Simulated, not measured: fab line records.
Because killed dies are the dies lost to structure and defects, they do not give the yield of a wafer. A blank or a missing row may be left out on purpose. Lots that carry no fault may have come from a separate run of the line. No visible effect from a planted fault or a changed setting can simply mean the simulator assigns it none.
Split-lot experiment ; flow rit-cmos ; 5 lots, 27 wafers read, on a route of 202 steps

== THE SPLIT ITSELF ==
At RIT_SILICIDE_SPUTTER_01 (material Ti, target thk 30 nm, time 240 s), the setting time-s was moved away from the recipe's 240 s on 12 of the 27 wafers read, by -41.3% to +48.5%. The other wafers ran this setting at the recipe's value.

== THE PATH FROM SPLIT TO READING: the file shows 1 step between them ==
- RIT_SILICIDE_RS_MEAS_02: measures by four-point-probe

== THE READING ==
SILICIDE_TI_THK, in nm, at RIT_SILICIDE_THK_MEAS_03 (measures by xrf). Typical for fault-free wafers on this fab line: 30.2 nm, with standard deviation 0.44 nm.

wafer;tool, chamber at the split;time-s as run, s;against the recipe;SILICIDE_TI_THK, nm;against lot-mates on the recipe
L076.1;pvd-sputter-03, -;240;recipe;29.9;-
L076.2;pvd-sputter-03, -;299;+24.6%;38.1;+7.7
L076.3;pvd-sputter-03, -;240;recipe;30.4;-
L076.4;pvd-sputter-03, -;299;+24.6%;38.2;+7.8
L076.5;pvd-sputter-03, -;299;+24.6%;37.8;+7.4
L076.6;pvd-sputter-03, -;240;recipe;30.8;-
L078.1;pvd-sputter-03, -;240;recipe;30.2;-
L078.2;pvd-sputter-03, -;240;recipe;30.2;-
L078.6;pvd-sputter-03, -;240;recipe;29.3;-
L083.1;pvd-sputter-03, -;140.8;-41.3%;17.8;-12.3
L083.2;pvd-sputter-03, -;240;recipe;29.5;-
L083.3;pvd-sputter-03, -;240;recipe;30.3;-
L083.4;pvd-sputter-03, -;140.8;-41.3%;17.6;-12.5
L083.5;pvd-sputter-03, -;140.8;-41.3%;17.3;-12.8
L083.6;pvd-sputter-03, -;240;recipe;30.5;-
L081.1;pvd-sputter-02, -;240;recipe;30.3;-
L081.2;pvd-sputter-02, -;356.3;+48.5%;44.6;+14.3
L081.3;pvd-sputter-02, -;356.3;+48.5%;45.2;+14.9
L081.4;pvd-sputter-02, -;240;recipe;30.4;-
L081.5;pvd-sputter-02, -;356.3;+48.5%;45.0;+14.7
L081.6;pvd-sputter-02, -;240;recipe;30.2;-
L085.1;pvd-sputter-02, -;240;recipe;30.4;-
L085.2;pvd-sputter-02, -;284.3;+18.5%;36.0;+5.7
L085.3;pvd-sputter-02, -;240;recipe;30.4;-
L085.4;pvd-sputter-02, -;284.3;+18.5%;35.8;+5.5
L085.5;pvd-sputter-02, -;240;recipe;30.1;-
L085.6;pvd-sputter-02, -;284.3;+18.5%;35.8;+5.5

THE FIT
A straight line over all 27 wafers: SILICIDE_TI_THK changes by +0.306 nm for each +1% of time-s; r = +1.00; the points scatter about the line by 0.33 nm.
The same after taking each lot's own level away (the mean of its wafers on the recipe; 27 wafers): +0.303 nm for each +1%; r = +1.00; scatter 0.29 nm.
The reading moves by 15 nm for the largest change in time-s, on that fit.
Across the lots, their own levels run from 29.90 to 30.37 nm, a range of 1.1 times the standard deviation given above.
The two slopes agree, so the slope changes little with the lot-to-lot level.
Check: +14.8 nm against its lot-mates is what the line predicts for one of the wafers moved furthest among these (+48.5%) when that wafer is left out of the fit. It came out at +14.3 nm against them.

== OTHER SPLITS APPLIED TO THESE WAFERS ==
Before the reading, these wafers also passed through other splits. Each is held against what the fit with the lots' levels taken away leaves over:
other split on the same wafers;wafers away from the commonest value;r with SILICIDE_TI_THK (lot level and that fit taken away)
RIT_GATE_DEVELOP_15 develop-time-s;9;+0.19

== THE WHOLE CHAIN: every reading that the file lists as answering this split, in the file's order ==
step;what it does;reading;change (the file's fit);r (the file's)
RIT_SILICIDE_SPUTTER_01;material Ti, target thk 30 nm, time 240 s;Ti_of_SILICIDE_SPUTTER_01.thk-nm (the simulator's own value, which no gauge read);+0.304 nm for each +1% of the setting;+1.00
RIT_SILICIDE_RS_MEAS_02;measures by four-point-probe;SILICIDE_TI_RS;-0.656 for each +1% of the setting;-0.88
RIT_SILICIDE_THK_MEAS_03;measures by xrf;SILICIDE_TI_THK;+0.303 for each +1% of the setting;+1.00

== FILE'S OWN FIT ==
SILICIDE_TI_THK changes by +0.303 nm for each +1% of time-s, r = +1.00.
